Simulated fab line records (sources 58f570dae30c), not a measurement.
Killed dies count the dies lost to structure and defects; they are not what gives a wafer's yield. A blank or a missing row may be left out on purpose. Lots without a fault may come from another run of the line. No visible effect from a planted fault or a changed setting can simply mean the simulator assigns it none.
Check for tools in common || flow berkeley-cmos170 || Lots sampled 14, wafers sampled 42

## THE REASON FOR OPENING IT
At UCB170_M3_RS_MEAS_02 the reading M3_AL_RS is flagged on 2 of 14 lots. Wafers without a fault read 0.03215 ohm/sq, standard deviation 0.00021.
Rule: a lot gets a flag if all its wafers with a number sit over 4 standard deviations from that mean, or if no wafer of it has a number. The rest of the lots are taken to be sound.

{"lot": "L469", "measured": "day 8 17:34", "on": "film-metro-04", "M3_AL_RS (ohm/sq), wafer by wafer": "0.03197 0.03179 0.03216", "flag": ""}
{"lot": "L470", "measured": "day 9 21:34", "on": "film-metro-02", "M3_AL_RS (ohm/sq), wafer by wafer": "0.0319 0.0321 0.03196", "flag": ""}
{"lot": "L472", "measured": "day 9 21:47", "on": "film-metro-04", "M3_AL_RS (ohm/sq), wafer by wafer": "0.0321 0.03173 0.03213", "flag": ""}
{"lot": "L471", "measured": "day 10 00:27", "on": "film-metro-01", "M3_AL_RS (ohm/sq), wafer by wafer": "0.03241 0.03228 0.03213", "flag": ""}
{"lot": "L474", "measured": "day 10 06:33", "on": "film-metro-02", "M3_AL_RS (ohm/sq), wafer by wafer": "0.03207 0.03214 0.03207", "flag": ""}
{"lot": "L475", "measured": "day 10 06:54", "on": "film-metro-04", "M3_AL_RS (ohm/sq), wafer by wafer": "0.03179 0.03211 0.03212", "flag": ""}
{"lot": "L477", "measured": "day 10 17:30", "on": "film-metro-04", "M3_AL_RS (ohm/sq), wafer by wafer": "0.03212 0.0321 0.03226", "flag": ""}
{"lot": "L476", "measured": "day 10 18:53", "on": "film-metro-02", "M3_AL_RS (ohm/sq), wafer by wafer": "0.03215 0.03197 0.03221", "flag": ""}
{"lot": "L482", "measured": "day 12 09:31", "on": "film-metro-02", "M3_AL_RS (ohm/sq), wafer by wafer": "0.04173 0.04158 0.04165", "flag": "FLAGGED"}
{"lot": "L486", "measured": "day 12 15:35", "on": "film-metro-02", "M3_AL_RS (ohm/sq), wafer by wafer": "0.04113 0.04168 0.04153", "flag": "FLAGGED"}
{"lot": "L488", "measured": "day 13 03:16", "on": "film-metro-04", "M3_AL_RS (ohm/sq), wafer by wafer": "0.03252 0.0323 0.03219", "flag": ""}
{"lot": "L489", "measured": "day 13 20:11", "on": "film-metro-02", "M3_AL_RS (ohm/sq), wafer by wafer": "0.03265 0.03257 0.03238", "flag": ""}
{"lot": "L490", "measured": "day 13 20:25", "on": "film-metro-04", "M3_AL_RS (ohm/sq), wafer by wafer": "0.0318 0.03224 0.03224", "flag": ""}
{"lot": "L491", "measured": "day 14 14:18", "on": "film-metro-01", "M3_AL_RS (ohm/sq), wafer by wafer": "0.03229 0.03212 0.0323", "flag": ""}
Average over the flagged lots: 0.04155 ohm/sq; offset from the usual +0.00940 ohm/sq, equal to +45 standard deviations.

## EACH LOT AND THE TOOL IT RAN ON
2 process steps preceding the reading are held in the record, out of 331 steps in the route. In each cell: the tool, then ch and the chambers that the sampled wafers went through, then the start.
{"lot": "L469", "flag": "", "UCB170_V1_STRIP_15": "plasma-asher-01 ch 0,1, day 8 11:52", "UCB170_M3_SPUTTER_01": "pvd-sputter-03, day 8 17:28"}
{"lot": "L470", "flag": "", "UCB170_V1_STRIP_15": "plasma-asher-03 ch 1, day 9 15:10", "UCB170_M3_SPUTTER_01": "pvd-sputter-04, day 9 21:28"}
{"lot": "L472", "flag": "", "UCB170_V1_STRIP_15": "plasma-asher-01 ch 0,1, day 9 14:55", "UCB170_M3_SPUTTER_01": "pvd-sputter-01, day 9 21:43"}
{"lot": "L471", "flag": "", "UCB170_V1_STRIP_15": "plasma-asher-02 ch 0,1, day 9 16:59", "UCB170_M3_SPUTTER_01": "pvd-sputter-03, day 10 00:20"}
{"lot": "L474", "flag": "", "UCB170_V1_STRIP_15": "plasma-asher-01 ch 0,1, day 10 00:32", "UCB170_M3_SPUTTER_01": "pvd-sputter-04, day 10 06:27"}
{"lot": "L475", "flag": "", "UCB170_V1_STRIP_15": "plasma-asher-02 ch 0,1, day 10 01:14", "UCB170_M3_SPUTTER_01": "pvd-sputter-01, day 10 06:47"}
{"lot": "L477", "flag": "", "UCB170_V1_STRIP_15": "plasma-asher-02 ch 0,1, day 10 11:52", "UCB170_M3_SPUTTER_01": "pvd-sputter-01, day 10 17:25"}
{"lot": "L476", "flag": "", "UCB170_V1_STRIP_15": "plasma-asher-02 ch 0,1, day 10 13:14", "UCB170_M3_SPUTTER_01": "pvd-sputter-04, day 10 18:46"}
{"lot": "L482", "flag": "FLAGGED", "UCB170_V1_STRIP_15": "plasma-asher-02 ch 0,1, day 12 03:44", "UCB170_M3_SPUTTER_01": "pvd-sputter-04, day 12 09:26"}
{"lot": "L486", "flag": "FLAGGED", "UCB170_V1_STRIP_15": "plasma-asher-01 ch 0,1, day 12 08:19", "UCB170_M3_SPUTTER_01": "pvd-sputter-04, day 12 15:28"}
{"lot": "L488", "flag": "", "UCB170_V1_STRIP_15": "plasma-asher-01 ch 0,1, day 12 19:49", "UCB170_M3_SPUTTER_01": "pvd-sputter-01, day 13 03:10"}
{"lot": "L489", "flag": "", "UCB170_V1_STRIP_15": "plasma-asher-02 ch 0,1, day 13 11:49", "UCB170_M3_SPUTTER_01": "pvd-sputter-03, day 13 20:04"}
{"lot": "L490", "flag": "", "UCB170_V1_STRIP_15": "plasma-asher-01 ch 0,1, day 13 12:34", "UCB170_M3_SPUTTER_01": "pvd-sputter-01, day 13 20:20"}
{"lot": "L491", "flag": "", "UCB170_V1_STRIP_15": "plasma-asher-03 ch 1, day 14 08:23", "UCB170_M3_SPUTTER_01": "pvd-sputter-01, day 14 14:13"}
What is done by these steps:
- UCB170_V1_STRIP_15: strips in O2.
- UCB170_M3_SPUTTER_01: material Al, target thk 900 nm, time 120 s.
- UCB170_M3_RS_MEAS_02: measures by four-point-probe.

## FLAGGED OVER TOTAL, TOOL BY TOOL (the gauges that took the reading come last)
{"step": "UCB170_V1_STRIP_15", "tool": "plasma-asher-01", "lots run": 6, "flagged": 1, "share of the flagged lots": "some", "sound lots run after its first flagged lot": "2 (L488,L490)"}
{"step": "UCB170_V1_STRIP_15", "tool": "plasma-asher-02", "lots run": 6, "flagged": 1, "share of the flagged lots": "some", "sound lots run after its first flagged lot": "1 (L489)"}
{"step": "UCB170_V1_STRIP_15", "tool": "plasma-asher-03", "lots run": 2, "flagged": 0, "share of the flagged lots": "none", "sound lots run after its first flagged lot": "-"}
{"step": "UCB170_M3_SPUTTER_01", "tool": "pvd-sputter-01", "lots run": 6, "flagged": 0, "share of the flagged lots": "none", "sound lots run after its first flagged lot": "-"}
{"step": "UCB170_M3_SPUTTER_01", "tool": "pvd-sputter-03", "lots run": 3, "flagged": 0, "share of the flagged lots": "none", "sound lots run after its first flagged lot": "-"}
{"step": "UCB170_M3_SPUTTER_01", "tool": "pvd-sputter-04", "lots run": 5, "flagged": 2, "share of the flagged lots": "all", "sound lots run after its first flagged lot": 0}
{"step": "UCB170_M3_RS_MEAS_02", "tool": "film-metro-01", "lots run": 2, "flagged": 0, "share of the flagged lots": "none", "sound lots run after its first flagged lot": "-"}
{"step": "UCB170_M3_RS_MEAS_02", "tool": "film-metro-02", "lots run": 6, "flagged": 2, "share of the flagged lots": "all", "sound lots run after its first flagged lot": "1 (L489)"}
{"step": "UCB170_M3_RS_MEAS_02", "tool": "film-metro-04", "lots run": 6, "flagged": 0, "share of the flagged lots": "none", "sound lots run after its first flagged lot": "-"}

## THE TABLE: WHAT IT ALLOWS
In 2 table rows, all flagged lots were run: pvd-sputter-04 (UCB170_M3_SPUTTER_01), film-metro-02 (UCB170_M3_RS_MEAS_02).
- pvd-sputter-04 at UCB170_M3_SPUTTER_01: 2 of its 5 lots flagged. Last sound lot L476 at day 10 18:46, first flagged lot L482 at day 12 09:26; a fault beginning in between fits.
- film-metro-02 at UCB170_M3_RS_MEAS_02: 2 of its 6 lots flagged. Sound lots followed the first flagged one (L489) on it, something a lasting fault affecting the whole tool could not allow.
pvd-sputter-04 at UCB170_M3_SPUTTER_01 is the single tool remaining.

## WHAT THE SIMULATOR PUT IN
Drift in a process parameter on pvd-sputter-04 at UCB170_M3_SPUTTER_01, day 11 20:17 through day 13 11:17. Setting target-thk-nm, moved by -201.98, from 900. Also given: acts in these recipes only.
Lots struck among those shown: L482, L486. Same finding as the rule above.
